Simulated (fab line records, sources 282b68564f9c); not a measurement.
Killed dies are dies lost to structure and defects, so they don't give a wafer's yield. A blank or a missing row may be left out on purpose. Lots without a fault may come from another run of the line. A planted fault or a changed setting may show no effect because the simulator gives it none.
fab line records | flow rit_cmos
record lots=12 wafers=36 last_day=7
route steps=202 shown CONTACT@172
lots that met no fault: from a run of the same line without faults
start_h: hours from the record's first day to the start of the lot's first wafer shown | wait_h: hours since the lot's step before | " the same as in the row above | L1.1+2: a row that stands for several wafers | - no value, or no start given | * or withheld: withheld | < > ~ a bound
route shown NAME@n: a module of which the file shows steps, and the number in the route of the first | usual: mean/standard deviation of fault-free wafers | same: alike in all rows | chamber/n: place in a boat | sites: the reading at each site | _std_site: their standard deviation | _edge_site: outer sites' mean less inner sites' | radius_mm: how far each site lies from the wafer's centre | mask NAME#n: copy n | behind: the tool/chamber that last shaped the wafer | hold: why the lot was held/for how many hours/how that ended | device: the transistor (n, p or np) that didn't switch | end of line: the same wafers' tests at the end of the route | a step without rows: its recipe alone | killed: dies lost to structure and defects at the first sort, not the wafer's yield | map: a wafer's dies, x killed, . not, _ none there
set.NAME: the setting as run; set.NAME@STEP: as run at that earlier step | model.NAME: the simulator's own value behind a step, which no gauge read
steps of the route over a sample of lots; a table a step, a row a wafer
## steps
# step RIT_CONTACT_SOFTBAKE_04
# recipe resist=NOVOLAK temp_c=90 time_s=60
# usual run_length_s=89.10/0.24
# columns lot.wafer tool chamber start_h wait_h run_length_s
L439.1 litho_track-02 0 52.59 0.1 89.30
L439.2 " 0 " " 89.02
L439.3 " 0 " " 89.24
L440.2 litho_track-04 0 55.31 0.1 88.75
L440.3 " 0 " " 88.59
L440.4 " 0 " " 88.62
L441.1 litho_track-03 0 62.45 0.1 89.17
L441.2 " 0 " " 89.48
L441.5 " 0 " " 89.44
L442.1 litho_track-02 0 66.63 0.1 89.06
L442.2 " 0 " " 89.09
L442.6 " 0 " " 89.38
L443.1 litho_track-04 0 72.94 0.1 88.61
L443.4 " 0 " " 88.66
L443.5 " 0 " " 88.78
L444.1 litho_track-03 0 76.52 0.1 89.44
L444.3 " 0 " " 89.13
L444.4 " 0 " " 89.17
L448.1 litho_track-02 0 96.66 0.1 89.12
L448.4 " 0 " " 89.08
L448.5 " 0 " " 89.12
L450.1 litho_track-02 0 105.42 0.1 92.94
L450.4 " 0 " " 92.88
L450.5 " 0 " " 92.91
L454.1 litho_track-02 0 125.46 0.1 92.87
L454.4 " 0 " " 92.89
L454.6 " 0 " " 92.87
L457.2 litho_track-04 0 141.46 0.1 88.58
L457.4 " 0 " " 88.55
L457.5 " 0 " " 88.76
L461.1 litho_track-03 0 162.96 0.1 89.36
L461.4 " 0 " " 89.26
L461.5 " 0 " " 89.55
L462.3 litho_track-03 0 171.42 0.1 89.13
L462.4 " 0 " " 89.18
L462.6 " 0 " " 89.19
## key
first_sign step=RIT_CONTACT_SOFTBAKE_04 reading=run_length_s direction=up sigmas=16 usual=* struck=*
effect none on later readings
met_at RIT_CONTACT_SOFTBAKE_04
struck_lots L450,L454
tester_left_out L450,L454
onset_between 96.66 105.42
fault kind=process_parameter_drift tool=litho_track-02 chamber=- onset_h=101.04 steps=RIT_CONTACT_SOFTBAKE_04 channel=time_s offset=* shape=step end_h=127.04 acts_in=* stated=*
# tester_left_out: of these lots the tester's yield and bins aren't shown, on N5 and GAA mostly nor the transistor test; their killed dies are dies lost to structure and defects alone, not to doping, threshold or leakage, so they don't give the yield
